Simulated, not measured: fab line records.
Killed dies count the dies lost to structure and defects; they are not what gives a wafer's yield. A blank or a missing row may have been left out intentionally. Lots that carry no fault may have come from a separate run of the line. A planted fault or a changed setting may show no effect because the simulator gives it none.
Which tool is to blame? ; flow rit-cmos ; 14 lots with 42 wafers sampled at 2 steps, on a route of 202 steps

WHAT THE GAUGES READ, wafer by wafer
No reading from a measuring or inspecting step in the record can be judged against a usual standard deviation.

EACH LOT AND THE TOOL THAT RAN IT (in order: tool; ch and the chambers of the sampled wafers; start)
lot;RIT_FOX2_OXIDATION_00;RIT_M1_PROBE_99
L381;furnace-03 ch 0, day 1 19:29;-
L382;furnace-03 ch 0, day 2 01:15;-
L383;furnace-01 ch 0, day 2 06:50;-
L385;furnace-01 ch 0, day 2 15:43;-
L386;furnace-03 ch 0, day 2 20:55;-
L387;furnace-01 ch 0, day 3 01:18;-
L391;furnace-01 ch 0, day 3 20:35;-
L393;furnace-04 ch 0, day 4 05:49;-
L394;furnace-03 ch 0, day 4 10:49;prober-01, day 6 05:05
L395;furnace-01 ch 0, day 4 17:08;-
L397;furnace-01 ch 0, day 5 03:18;-
L398;furnace-03 ch 0, day 5 07:19;prober-01, day 6 23:55
L400;furnace-04 ch 0, day 5 17:08;prober-01, day 7 11:56
L403;furnace-04 ch 0, day 6 07:56;prober-02, day 8 02:33
- RIT_FOX2_OXIDATION_00: target thk 350.7 nm, ox time 1130 s.
- RIT_M1_PROBE_99

AS READ BY THE TOOLS THEMSELVES (means over the sampled wafers that have a number; for cases with no such wafer, the mark the record gives instead)
RIT_FOX2_OXIDATION_00. Usual: spike-tc-centre-C reads 1101.6 C (standard deviation 1.4).
lot;tool;spike-tc-centre-C (C);flag
L381;furnace-03;1103.2;
L382;furnace-03;1102.0;
L383;furnace-01;1101.3;
L385;furnace-01;1100.7;
L386;furnace-03;1103.3;
L387;furnace-01;1100.7;
L391;furnace-01;1101.1;
L393;furnace-04;1101.5;
L394;furnace-03;1102.8;
L395;furnace-01;1102.6;
L397;furnace-01;1101.8;
L398;furnace-03;1102.3;
L400;furnace-04;1100.6;
L403;furnace-04;1100.3;

RIT_M1_PROBE_99. Usual: killed-at-contacts 0.1, standard deviation 0.24; killed-at-front-end 7, standard deviation 3.2; killed-dies 7, standard deviation 3.2; killed-on-rim 1.9, standard deviation 1.4; killed-open 3.6, standard deviation 2.1; killed-short 3.5, standard deviation 2.
lot;tool;killed-at-contacts;killed-at-front-end;killed-dies;killed-on-rim;killed-open;killed-short;flag
L394;prober-01;0.0;4;4;1.7;2.3;1.7;
L398;prober-01;0.0;5;5;2.7;1.7;3.7;
L400;prober-01;0.0;169;169;42.7;1.7;1.7;OFF
L403;prober-02;0.3;177;177;48.0;1.3;2.3;OFF

THE ANSWER, worked out from the rows above alone
Rule: take the mean of a lot's wafers that have a number; if it is more than 3 standard deviations from the usual mean, the lot is off. Also off: a lot with no number at a reading for which 4 or more lots have one. Where the step has rows for the other lots, those lots are counted as sound. First the gauges in route order, then the tools' own readings, where a lot's mean is used as printed above. At the first step where some lot is off, the reading lying furthest off is the one used; lots without a number count as furthest.
Off, at RIT_M1_PROBE_99 on killed-at-front-end: L400, L403. Neither off nor sound, because the step has no rows for them: L381, L382, L383, L385, L386, L387, L391, L393, L395, L397.
If a tool, at that step or one of the process steps before it, ran each lot that is off and ran no sound lot following the first of them, it fits. One fits: RIT_FOX2_OXIDATION_00 on furnace-04. It ran no sound lot before its first lot that is off in this sample, so the start can't be narrowed down.
The tool's own readings at RIT_FOX2_OXIDATION_00 bear it out: on the lots that are off they differ by more than 5 times the standard deviation of the sound lots' means. spike-tc-centre-C reads 1100.4 C there against 1102.5 C on the sound lots.

WHAT THE SIMULATOR PUT IN
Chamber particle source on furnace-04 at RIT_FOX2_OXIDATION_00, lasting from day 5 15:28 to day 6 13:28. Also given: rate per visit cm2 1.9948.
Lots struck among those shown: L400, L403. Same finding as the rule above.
